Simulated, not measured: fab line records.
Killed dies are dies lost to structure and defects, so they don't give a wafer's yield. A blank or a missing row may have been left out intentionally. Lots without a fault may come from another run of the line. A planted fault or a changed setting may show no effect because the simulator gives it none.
A struck lot beside a sound one    flow rit_cmos    22 steps out of a route of 202
Sound: these wafers, L532.1, L532.4, L532.6. Wafers struck: L547.1, L547.2, L547.6. The cause comes at the end.
Per side, at each step with rows, come the tool, then ch with its chambers, and then its first start. Under that, the readings that differ: sound wafers    struck wafers    difference of the means    sigmas: that difference in standard deviations of wafers without a fault.
alike: readings with means less than 2 such deviations apart, plus words and numbers identical on both sides. not compared: withheld readings, readings lacking a value on some wafer, bounds such as >300 that could conceal the same value, and numbers that have no deviation in the record and whose values overlap.
A row with sigmas, a row that says differs or no value, or rows on one side alone: a step with any of these is where the two part. Non-overlapping numbers with no deviation appear without sigmas and do not part them. A reading that every wafer of one side lacks parts them only if that side has two wafers or more.

first, 6 steps without rows for these wafers: RIT_PSD_HMDS_00 (prime time 60 s); RIT_PSD_COAT_01 (resist thk 1000 nm); RIT_PSD_SOFTBAKE_02 (time 60 s); RIT_PSD_EXPOSE_03 (exposes mask M10, target cd 40900 nm); RIT_PSD_PEB_04; RIT_PSD_DEVELOP_05 (develop time 50 s).
RIT_PSD_OVL_MEAS_06:
  sound on overlay-01 at day 3 00:26; struck on overlay-02 at day 6 02:58
  alike: PSD_OVL
then, 2 steps without rows for these wafers: RIT_PSD_HARDBAKE_07 (time 60 s); RIT_PSD_IMPLANT_08.
RIT_PSD_STRIP_09: strips in O2, time 180 s.
  sound on plasma_asher-01 ch 0,1, day 3 00:47; struck on plasma_asher-04 ch 0,1, day 6 03:18
  alike: drypump_motor_current_A
  not compared: rf_hours_counter_h
RIT_PSD_TW_MEAS_10:
  sound on film_metro-04 at day 3 00:57; struck on film_metro-02 at day 6 03:28
  alike: PSD_TW
then, 1 step without rows for these wafers: RIT_SDANNEAL_CLEAN_00 (cleans in SC1, time 600 s).
RIT_SDANNEAL_CLEAN_01: cleans in dHF, time 30 s.
  sound on wet_bench-04 ch 1, day 3 01:11; struck on wet_bench-04 ch 3, day 6 03:44
reading                                      sound              struck             difference  sigmas
run_length_s (s)                             61.1 61.1 61.1     176.4 176.4 176.4  +115.3      +41
model.SiO2_of_FOX2_OXIDATION_00.thk_nm (nm)  175.7 171.5 174.2  120.7 123.6 120.4  -52.2       
then, 1 step without rows for these wafers: RIT_SDANNEAL_CLEAN_02 (cleans in SC2, time 600 s).
RIT_SDANNEAL_RTA_03: time 5 s.
  sound on rtp_anneal-02 ch 0, day 3 01:23; struck on rtp_anneal-01 ch 0, day 6 03:55
  alike: wafer_temp_C_max
RIT_SDANNEAL_RS_MEAS_04: uses a four-point probe to measure.
  sound on film_metro-03 at day 3 01:26; struck on film_metro-02 at day 6 03:59
  alike: PSD_RS
RIT_SDANNEAL_RS_MEAS_05: uses a four-point probe to measure.
  sound on film_metro-03 at day 3 01:34; struck on film_metro-02 at day 6 04:06
  alike: NSD_RS
RIT_SDANNEAL_RS_MEAS_06: uses a four-point probe to measure.
  sound on film_metro-03 at day 3 01:41; struck on film_metro-02 at day 6 04:13
  alike: PLDD_RS
RIT_SDANNEAL_RS_MEAS_07: uses a four-point probe to measure.
  sound on film_metro-03 at day 3 01:48; struck on film_metro-02 at day 6 04:20
reading           sound              struck             difference  sigmas
NLDD_RS (ohm/sq)  155.4 155.9 155.2  153.8 153.5 154.0  -1.7        -3
RIT_SILICIDE_WET_ETCH_00: etches SiO2 in BOE, target depth 14 nm, time 15 s.
  sound on wet_bench-04 ch 0, day 3 01:55; struck on wet_bench-02 ch 1, day 6 04:28
reading                                      sound              struck             difference  sigmas
model.SiO2_of_FOX2_OXIDATION_00.thk_nm (nm)  160.2 156.1 158.8  105.2 108.1 104.8  -52.3       
RIT_SILICIDE_SPUTTER_01: material Ti, target thk 30 nm, time 240 s.
  sound on pvd_sputter-03 at day 3 01:56; struck on pvd_sputter-01 at day 6 04:28
  alike: cathode_dc_power_W, throttle_valve_pct
RIT_M1_PROBE_99:
  sound on prober-01 at day 3 08:43; struck on prober-02 at day 6 11:28
reading                              sound                 struck                difference  sigmas
killed_dies                          8 12 13               5 5 4                 -6          -2
model.etest.nplus_sal.width_nm (nm)  3410 3416 3431        3554 3542 3562        +134        
model.etest.pplus_sal.width_nm (nm)  3407 3435 3428        3539 3542 3549        +120        
model.etest.field_p_metal.vt_v (V)   -28.59 -28.94 -28.55  -26.89 -26.76 -27.13  +1.77       
model.etest.nplus_sal.line_ohm_um    1.26 1.267 1.251      1.204 1.233 1.202     -0.046      
model.etest.pplus_sal.line_ohm_um    1.277 1.263 1.261     1.208 1.223 1.203     -0.056      
  alike: killed_at_contacts, killed_at_front_end, killed_on_rim, killed_open, killed_short

== WHERE THEY PART ==
First at RIT_SDANNEAL_CLEAN_01; last, within this record, at RIT_M1_PROBE_99.

WHY: whatever the simulator had introduced
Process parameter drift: wet_bench-04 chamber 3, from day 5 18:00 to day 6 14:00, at RIT_SDANNEAL_CLEAN_01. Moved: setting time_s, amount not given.
